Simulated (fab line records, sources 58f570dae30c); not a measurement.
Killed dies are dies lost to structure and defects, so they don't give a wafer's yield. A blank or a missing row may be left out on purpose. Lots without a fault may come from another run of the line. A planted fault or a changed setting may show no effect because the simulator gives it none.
Which tool did it? | flow berkeley_cmos170 | 14 lots, 42 wafers sampled, at 4 steps of a route of 331

WHAT THE GAUGES READ, wafer by wafer
UCB170_CONTACT_CD_MEAS_15: target cd 700 nm. Usual: cd_nm 699.7 nm, standard deviation 1.3.
lot  | measured     | on        | cd_nm (nm)        | flag
L759 | day 7 14:28  | cd_sem-02 | 700.2 698.3 699.0 |
L761 | day 7 14:59  | cd_sem-02 | 702.2 701.6 701.3 |
L762 | day 8 01:41  | cd_sem-01 | 700.8 700.0 699.0 |
L763 | day 8 04:52  | cd_sem-02 | 700.8 700.7 701.7 |
L765 | day 8 15:26  | cd_sem-02 | 699.7 699.0 699.9 |
L764 | day 8 15:48  | cd_sem-02 | 700.0 701.0 700.5 |
L767 | day 9 04:09  | cd_sem-01 | 699.1 699.2 699.6 |
L772 | day 9 14:29  | cd_sem-02 | 699.9 699.7 698.6 |
L770 | day 9 15:00  | cd_sem-01 | 699.3 698.1 700.0 |
L771 | day 9 15:13  | cd_sem-01 | 697.5 697.1 697.5 |
L774 | day 10 04:10 | cd_sem-02 | 701.6 700.2 700.3 |
L773 | day 10 05:41 | cd_sem-01 | 701.2 699.8 698.7 |
L782 | day 11 02:20 | cd_sem-02 | 699.2 697.5 697.7 |
L781 | day 11 02:41 | cd_sem-02 | 698.3 698.5 698.4 |

UCB170_M1_CD_MEAS_09: target cd 700 nm. Usual: cd_nm 700.5 nm, standard deviation 1.6.
lot  | measured     | on        | cd_nm (nm)        | flag
L759 | day 7 19:02  | cd_sem-01 | 698.6 700.9 699.9 |
L761 | day 7 19:16  | cd_sem-02 | 702.9 702.0 701.4 |
L762 | day 8 04:55  | cd_sem-01 | 701.5 701.1 701.9 |
L763 | day 8 07:17  | cd_sem-01 | 700.4 699.9 698.7 |
L765 | day 8 17:31  | cd_sem-02 | 700.3 701.1 700.8 |
L764 | day 8 17:49  | cd_sem-02 | 699.2 699.6 700.8 |
L767 | day 9 06:33  | cd_sem-02 | 700.7 701.6 699.9 |
L772 | day 9 17:14  | cd_sem-02 | 702.7 703.1 702.2 |
L770 | day 9 17:49  | cd_sem-01 | 701.4 701.7 700.7 |
L771 | day 9 18:04  | cd_sem-02 | 703.3 704.3 703.0 |
L774 | day 10 07:02 | cd_sem-02 | 699.0 699.7 699.7 |
L773 | day 10 07:47 | cd_sem-02 | 701.7 700.5 700.7 |
L782 | day 11 04:29 | cd_sem-02 | 698.2 699.0 698.5 |
L781 | day 11 04:44 | cd_sem-01 | 698.9 698.2 699.8 |

WHICH TOOL RAN EACH LOT (tool, then ch and the chambers of the sampled wafers, then the start)
lot  | UCB170_CONTACT_ETCH_17             | UCB170_CONTACT_STRIP_19
L759 | rie_diel-01 ch 0,2,3, day 7 14:37  | plasma_asher-03 ch 0,1, day 7 14:47
L761 | rie_diel-03 ch 0,1,2, day 7 15:08  | plasma_asher-04 ch 0,1, day 7 15:19
L762 | rie_diel-03 ch 0,2, day 8 01:50    | plasma_asher-01 ch 0,1, day 8 02:01
L763 | rie_diel-04 ch 0,1,3, day 8 05:01  | plasma_asher-01 ch 0,1, day 8 05:11
L765 | rie_diel-04 ch 0,1,2, day 8 15:36  | plasma_asher-01 ch 0,1, day 8 15:46
L764 | rie_diel-01 ch 0,2,3, day 8 15:56  | plasma_asher-04 ch 0,1, day 8 16:06
L767 | rie_diel-04 ch 1,3, day 9 04:19    | plasma_asher-03 ch 0,1, day 9 04:28
L772 | rie_diel-03 ch 0,3, day 9 14:39    | plasma_asher-01 ch 0,1, day 9 14:49
L770 | rie_diel-04 ch 1,3, day 9 15:08    | plasma_asher-04 ch 0,1, day 9 15:18
L771 | rie_diel-03 ch 1,3, day 9 15:22    | plasma_asher-01 ch 0,1, day 9 15:32
L774 | rie_diel-04 ch 0,1, day 10 04:19   | plasma_asher-04 ch 0,1, day 10 04:29
L773 | rie_diel-03 ch 1,3, day 10 05:49   | plasma_asher-01 ch 0,1, day 10 05:59
L782 | rie_diel-01 ch 0,3, day 11 02:29   | plasma_asher-01 ch 0,1, day 11 02:39
L781 | rie_diel-03 ch 0,1,3, day 11 02:51 | plasma_asher-04 ch 0,1, day 11 03:01
- UCB170_CONTACT_ETCH_17: etches BARC in N2/H2.
- UCB170_CONTACT_STRIP_19: strips in O2.

WHAT THE TOOLS THEMSELVES READ (means of the sampled wafers that have a number; where no wafer has one, the mark that the record gives instead)
UCB170_CONTACT_ETCH_17. Usual: drypump_motor_current_A 5.5 A, standard deviation 0.33; oes_product_au 0.998 a.u., standard deviation 0.019; rf_fwd_power_W 494.9 W, standard deviation 2; throttle_valve_pct 13.30 %, standard deviation 0.22.
lot  | tool        | drypump_motor_current_A (A) | oes_product_au (a.u.) | rf_fwd_power_W (W) | throttle_valve_pct (%) | flag
L759 | rie_diel-01 | 5.5                         | 1.005                 | 494.8              | 13.40                  |
L761 | rie_diel-03 | 5.5                         | 0.993                 | 495.1              | 13.18                  |
L762 | rie_diel-03 | 5.4                         | 0.985                 | 496.2              | 13.11                  |
L763 | rie_diel-04 | 5.5                         | 0.985                 | 494.6              | 13.42                  |
L765 | rie_diel-04 | 5.7                         | 0.987                 | 495.2              | 13.51                  |
L764 | rie_diel-01 | 5.5                         | 1.002                 | 496.6              | 13.40                  |
L767 | rie_diel-04 | 5.3                         | 1.005                 | 495.7              | 13.33                  |
L772 | rie_diel-03 | 5.5                         | 0.980                 | 493.1              | 13.02                  |
L770 | rie_diel-04 | 5.2                         | 1.003                 | 496.1              | 13.38                  |
L771 | rie_diel-03 | 5.7                         | 1.012                 | 493.6              | 13.07                  |
L774 | rie_diel-04 | 5.5                         | 0.997                 | 498.1              | 13.37                  |
L773 | rie_diel-03 | 5.9                         | 0.933                 | 414.7              | 13.18                  | OFF
L782 | rie_diel-01 | 5.1                         | 1.001                 | 496.1              | 13.44                  |
L781 | rie_diel-03 | 5.7                         | 0.921                 | 414.1              | 13.10                  | OFF

UCB170_CONTACT_STRIP_19. Usual: drypump_motor_current_A 6.1 A, standard deviation 0.46; oes_product_au 0.725 a.u., standard deviation 0.0049.
lot  | tool            | drypump_motor_current_A (A) | oes_product_au (a.u.) | flag
L759 | plasma_asher-03 | 5.9                         | 0.729                 |
L761 | plasma_asher-04 | 5.7                         | 0.719                 |
L762 | plasma_asher-01 | 6.4                         | 0.729                 |
L763 | plasma_asher-01 | 6.2                         | 0.726                 |
L765 | plasma_asher-01 | 6.2                         | 0.722                 |
L764 | plasma_asher-04 | 5.7                         | 0.727                 |
L767 | plasma_asher-03 | 5.9                         | 0.725                 |
L772 | plasma_asher-01 | 6.4                         | 0.725                 |
L770 | plasma_asher-04 | 6.1                         | 0.722                 |
L771 | plasma_asher-01 | 6.2                         | 0.721                 |
L774 | plasma_asher-04 | 5.7                         | 0.730                 |
L773 | plasma_asher-01 | 6.2                         | 0.725                 |
L782 | plasma_asher-01 | 6.3                         | 0.724                 |
L781 | plasma_asher-04 | 5.7                         | 0.725                 |

THE ANSWER, worked out from the rows above alone
Rule: a lot is off if the mean of its wafers that have a number lies more than 3 standard deviations from the usual mean. A lot without any number at a reading at which 4 lots or more have one is off too. The other lots that the step has rows for count as sound. The gauges are gone through in route order, then the tools' own readings, and for those a lot's mean is taken as printed above. The first step at which some lot is off is used, and at that step the reading that is off furthest; a lot without a number counts as furthest.
Off: L773, L781, at UCB170_CONTACT_ETCH_17 (rf_fwd_power_W).
A tool fits if, at that step or a process step before it, it ran every lot that is off, and no sound lot after the first of them. One fits: rie_diel-03 at UCB170_CONTACT_ETCH_17. Its last sound lot is L771 (day 9 15:22), its first lot that is off L773 (day 10 05:49): a fault that began between those two fits.
The tool's own readings at UCB170_CONTACT_ETCH_17 bear it out: on the lots that are off they differ by more than 5 times the standard deviation of the sound lots' means. oes_product_au reads 0.927 a.u. there against 0.996 a.u. on the sound lots; rf_fwd_power_W reads 414.4 W there against 495.4 W on the sound lots.

WHAT THE SIMULATOR HAD PUT IN
Process parameter drift: rie_diel-03, from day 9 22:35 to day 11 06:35, at UCB170_CONTACT_ETCH_17. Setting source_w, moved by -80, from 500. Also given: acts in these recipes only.
Lots struck among those shown: L773, L781. The rule above found the same.
